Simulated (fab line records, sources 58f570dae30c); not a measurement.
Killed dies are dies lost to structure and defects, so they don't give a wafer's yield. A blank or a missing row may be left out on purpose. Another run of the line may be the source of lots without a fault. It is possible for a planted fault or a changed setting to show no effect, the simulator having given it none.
A struck lot beside a sound one | flow berkeleyCmos170 | 19 out of 331 route steps
Sound: the wafers L247.2, L247.4, L247.6. Wafers L252.1, L252.2, L252.5 were the ones struck. Last of all comes the cause.
Each step with rows lists, per side, the tool, then ch with its chambers, then its first start. Under that, the readings that differ: sound wafers | struck wafers | difference of the means | sigmas: that difference in standard deviations of wafers without a fault.
alike: same words and numbers on both sides, and readings whose means sit less than 2 such deviations apart. not compared: any withheld reading, any reading some wafer has no value for, any bound like >300 that may hide the same value, and any number with overlapping values for which the record gives no deviation.
Wherever a step has rows on one side only, a row that says differs or no value, or a row with sigmas, the two part there. Non-overlapping numbers with no deviation appear without sigmas and do not part them. A reading missing from all wafers of one side parts the sides only when that side holds two or more wafers.

first, 2 steps without rows for these wafers: UCB170_NLDD_IMPLANT_08; UCB170_NLDD_IMPLANT_09.
UCB170_NLDD_STRIP_10: strips in O2.
  sound on plasmaAsher-04 ch 0,1, day 8 00:55; struck on plasmaAsher-03 ch 0,1, day 9 06:02
  alike: drypumpMotorCurrentA, oesProductAu, stripTimeToEndpointS
  not compared: rfHoursCounterH
UCB170_NLDD_TW_MEAS_11:
  sound on filmMetro-04, day 8 01:02; struck on filmMetro-03, day 9 06:08
  alike: NLDD_TW
then, 1 step without rows for these wafers: UCB170_NLDD_CLEAN_12 (cleans in SPM, time 600 s).
UCB170_SPACER_CVD_00: deposits SiO2 from TEOS/O2, target thk 376 nm, time 47 s.
  sound on pecvd-04 ch 0,1, day 8 01:15; struck on pecvd-03 ch 0,1, day 9 06:23
  alike: heaterPowerW, pressureMtorr
UCB170_SPACER_THK_MEAS_01:
  sound on filmMetro-03, day 8 01:19; struck on filmMetro-03, day 9 06:26
  alike: SPACER_TEOS_THK
then, 1 step without rows for these wafers: UCB170_SPACER_ANNEAL_02 (time 1800 s).
UCB170_SPACER_ETCHBACK_03: etches SiO2 in CHF3/CF4/Ar, stops on Si, target depth 376 nm, time 100 s.
  sound on rieDiel-03 ch 1,2,3, day 8 07:51; struck on rieDiel-02 ch 0,1,3, day 9 11:35
  alike: drypumpMotorCurrentA, oesProductAu, throttleValvePct
  not compared: rfHoursCounterH
then, 3 steps without rows for these wafers: UCB170_PSD_HMDS_00 (prime time 60 s); UCB170_PSD_COAT_01 (resist thk 900 nm); UCB170_PSD_SOFTBAKE_02 (time 60 s).
UCB170_PSD_EXPOSE_03: exposes mask PSELECT MOD, target cd 1200 nm.
  sound on krfScanner-01 ch 0, day 8 08:45; struck on krfScanner-01 ch 0, day 9 12:21
reading                   | sound                | struck               | difference | sigmas
model.PSD.overlayXNm (nm) | -4.113 -4.113 -4.113 | -159.8 -159.8 -159.8 | -155.7     | 
  alike: mask, focusOffsetNm
then, 2 steps without rows for these wafers: UCB170_PSD_PEB_04; UCB170_PSD_DEVELOP_05 (develop time 45 s).
UCB170_PSD_CD_MEAS_06 targets a cd of 1200 nm.
  sound on cdSem-01, day 8 09:10; struck on cdSem-02, day 9 13:11
reading   | sound                | struck               | difference | sigmas
cdNm (nm) | 1197.6 1197.1 1197.0 | 1200.4 1200.0 1201.1 | +3.3       | +2
UCB170_PSD_OVL_MEAS_07:
  sound on overlay-01, day 8 09:17; struck on overlay-01, day 9 13:18
reading      | sound    | struck         | difference | sigmas
PSD_OVL (nm) | -8 -4 -6 | -165 -162 -163 | -157       | -29
then, 1 step without rows for these wafers: UCB170_PSD_IMPLANT_08.
UCB170_M3_PROBE_99:
  sound on prober-01, day 9 12:30; struck on prober-02, day 10 20:18
reading                                            | sound                | struck               | difference | sigmas
model.etest.selectEdgeDiodeP.leakLog10A (angstrom) | -12.14 -12.04 -12.12 | -11.44 -11.54 -11.57 | +0.58      | 

WHERE THEY PART
Earliest at UCB170_PSD_CD_MEAS_06; latest, in this record, at UCB170_PSD_OVL_MEAS_07.

WHY: the cause the simulator had injected
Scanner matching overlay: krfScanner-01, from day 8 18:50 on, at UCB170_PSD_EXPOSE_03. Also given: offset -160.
